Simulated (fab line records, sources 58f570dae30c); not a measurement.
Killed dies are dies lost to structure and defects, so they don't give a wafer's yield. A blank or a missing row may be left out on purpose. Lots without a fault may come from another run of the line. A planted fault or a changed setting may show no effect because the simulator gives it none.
Which tool did it? | flow berkeley_cmos170 | 13 lots, 39 wafers sampled, at 5 steps of a route of 331

WHAT THE GAUGES READ, wafer by wafer
UCB170_ACTIVE_CD_MEAS_13: target cd 1200 nm. Usual: cd_nm 1200.4 nm, standard deviation 1.5.
lot  | measured    | on        | cd_nm (nm)           | flag
L566 | day 5 03:43 | cd_sem-01 | 1199.3 1199.6 1199.4 |
L567 | day 5 03:49 | cd_sem-01 | 1204.9 1201.8 1202.2 |
L568 | day 5 12:02 | cd_sem-01 | 1198.0 1197.4 1198.5 |
L571 | day 5 15:35 | cd_sem-01 | 1201.1 1201.0 1200.4 |
L572 | day 5 23:34 | cd_sem-02 | 1200.5 1202.3 1200.7 |
L574 | day 6 15:26 | cd_sem-01 | 1200.2 1201.3 1199.5 |
L575 | day 6 15:44 | cd_sem-01 | 1199.6 1201.7 1201.2 |
L573 | day 6 15:56 | cd_sem-01 | 1203.1 1201.7 1202.9 |
L579 | day 7 11:34 | cd_sem-01 | 1200.7 1200.2 1199.9 |
L577 | day 7 12:08 | cd_sem-01 | 1379.2 1379.7 1379.8 | OFF
L581 | day 8 03:09 | cd_sem-01 | 1201.0 1199.2 1198.7 |
L587 | day 9 08:33 | cd_sem-01 | 1201.7 1201.0 1201.0 |
L589 | day 9 16:38 | cd_sem-01 | 1200.3 1201.4 1200.4 |

UCB170_PFIELD_OVL_MEAS_06. Usual: PFIELD_OVL -2 nm, standard deviation 6.4.
lot  | measured    | on         | PFIELD_OVL (nm) | flag
L566 | day 5 08:52 | overlay-01 | 5 -1 -4         |
L567 | day 5 09:02 | overlay-01 | 10 5 2          |
L568 | day 5 13:50 | overlay-01 | -5 -3 -6        |
L571 | day 5 17:50 | overlay-01 | -6 -1 -7        |
L572 | day 6 02:05 | overlay-01 | 10 5 7          |
L574 | day 6 17:49 | overlay-01 | -2 -10 -15      |
L575 | day 6 18:23 | overlay-01 | -2 1 1          |
L573 | day 6 18:38 | overlay-02 | -4 -9 -8        |
L579 | day 7 13:17 | overlay-02 | 6 13 13         |
L577 | day 7 14:02 | overlay-02 | -10 -2 -6       |
L581 | day 8 07:22 | overlay-02 | -14 -11 -8      |
L587 | day 9 12:18 | overlay-01 | -11 3 -3        |
L589 | day 9 19:58 | overlay-01 | 10 10 9         |

UCB170_GATE_THK_MEAS_05. Usual: GATE_POLY_THK 214.2 nm, standard deviation 2.3.
lot  | measured     | on            | GATE_POLY_THK (nm) | flag
L566 | day 7 10:56  | film_metro-02 | 213.5 213.4 213.4  |
L567 | day 7 10:52  | film_metro-02 | 214.0 213.8 214.4  |
L568 | day 7 20:18  | film_metro-04 | 217.4 217.1 218.9  |
L571 | day 7 20:18  | film_metro-01 | 217.5 217.8 218.2  |
L572 | day 8 02:53  | film_metro-01 | 214.1 214.3 213.3  |
L574 | day 8 19:32  | film_metro-04 | 211.1 211.1 211.2  |
L575 | day 8 19:40  | film_metro-04 | 212.7 211.7 213.5  |
L573 | day 8 19:37  | film_metro-04 | 212.2 213.2 212.3  |
L579 | day 9 12:39  | film_metro-04 | 217.5 214.3 215.4  |
L577 | day 9 12:40  | film_metro-02 | 214.7 212.9 214.0  |
L581 | day 10 11:47 | film_metro-02 | 209.9 211.3 210.6  |
L587 | day 11 18:13 | film_metro-01 | 214.6 215.5 217.2  |
L589 | day 12 05:07 | film_metro-02 | 216.7 217.5 219.0  |

UCB170_SPACER_THK_MEAS_01. Usual: SPACER_TEOS_THK 375 nm, standard deviation 4.4.
lot  | measured     | on            | SPACER_TEOS_THK (nm) | flag
L566 | day 7 17:20  | film_metro-04 | 371 376 379          |
L567 | day 7 17:09  | film_metro-03 | 372 368 379          |
L568 | day 8 05:30  | film_metro-02 | 373 378 382          |
L571 | day 8 06:11  | film_metro-03 | 374 377 379          |
L572 | day 8 12:01  | film_metro-04 | 369 368 372          |
L574 | day 9 01:29  | film_metro-02 | 372 380 375          |
L575 | day 9 02:05  | film_metro-02 | 375 379 376          |
L573 | day 9 01:48  | film_metro-02 | 368 381 375          |
L579 | day 9 20:58  | film_metro-04 | 369 375 375          |
L577 | day 9 22:09  | film_metro-02 | 372 380 381          |
L581 | day 10 18:52 | film_metro-02 | 378 379 381          |
L587 | day 12 01:58 | film_metro-02 | 367 370 372          |
L589 | day 12 11:24 | film_metro-02 | 372 371 376          |

WHICH TOOL RAN EACH LOT (tool, then ch and the chambers of the sampled wafers, then the start)
lot  | UCB170_ACTIVE_EXPOSE_10
L566 | krf_scanner-01 ch 0, day 5 03:12
L567 | krf_scanner-02 ch 0, day 5 03:25
L568 | krf_scanner-02 ch 0, day 5 10:59
L571 | krf_scanner-02 ch 0, day 5 15:12
L572 | krf_scanner-02 ch 0, day 5 23:11
L574 | krf_scanner-02 ch 0, day 6 14:43
L575 | krf_scanner-01 ch 0, day 6 15:04
L573 | krf_scanner-02 ch 0, day 6 15:19
L579 | krf_scanner-02 ch 0, day 7 10:57
L577 | krf_scanner-02 ch 0, day 7 11:32
L581 | krf_scanner-02 ch 0, day 8 01:37
L587 | krf_scanner-02 ch 0, day 9 08:10
L589 | krf_scanner-01 ch 0, day 9 15:21
- UCB170_ACTIVE_EXPOSE_10: exposes mask ACTIVE, target cd 1200 nm.

WHAT THE TOOLS THEMSELVES READ (means of the sampled wafers that have a number; where no wafer has one, the mark that the record gives instead)
The record holds no such reading with a usual standard deviation.

THE ANSWER, worked out from the rows above alone
Rule: a lot is off if the mean of its wafers that have a number lies more than 3 standard deviations from the usual mean. A lot without any number at a reading at which 4 lots or more have one is off too. The other lots that the step has rows for count as sound. The gauges are gone through in route order, then the tools' own readings, and for those a lot's mean is taken as printed above. The first step at which some lot is off is used, and at that step the reading that is off furthest; a lot without a number counts as furthest.
Off: L577, at UCB170_ACTIVE_CD_MEAS_13 (cd_nm).
A tool fits if, at a process step before that reading, it ran every lot that is off, and no sound lot after the first of them. The gauges at UCB170_ACTIVE_CD_MEAS_13 are tried like those tools. None of those tried fits.

WHAT THE SIMULATOR HAD PUT IN
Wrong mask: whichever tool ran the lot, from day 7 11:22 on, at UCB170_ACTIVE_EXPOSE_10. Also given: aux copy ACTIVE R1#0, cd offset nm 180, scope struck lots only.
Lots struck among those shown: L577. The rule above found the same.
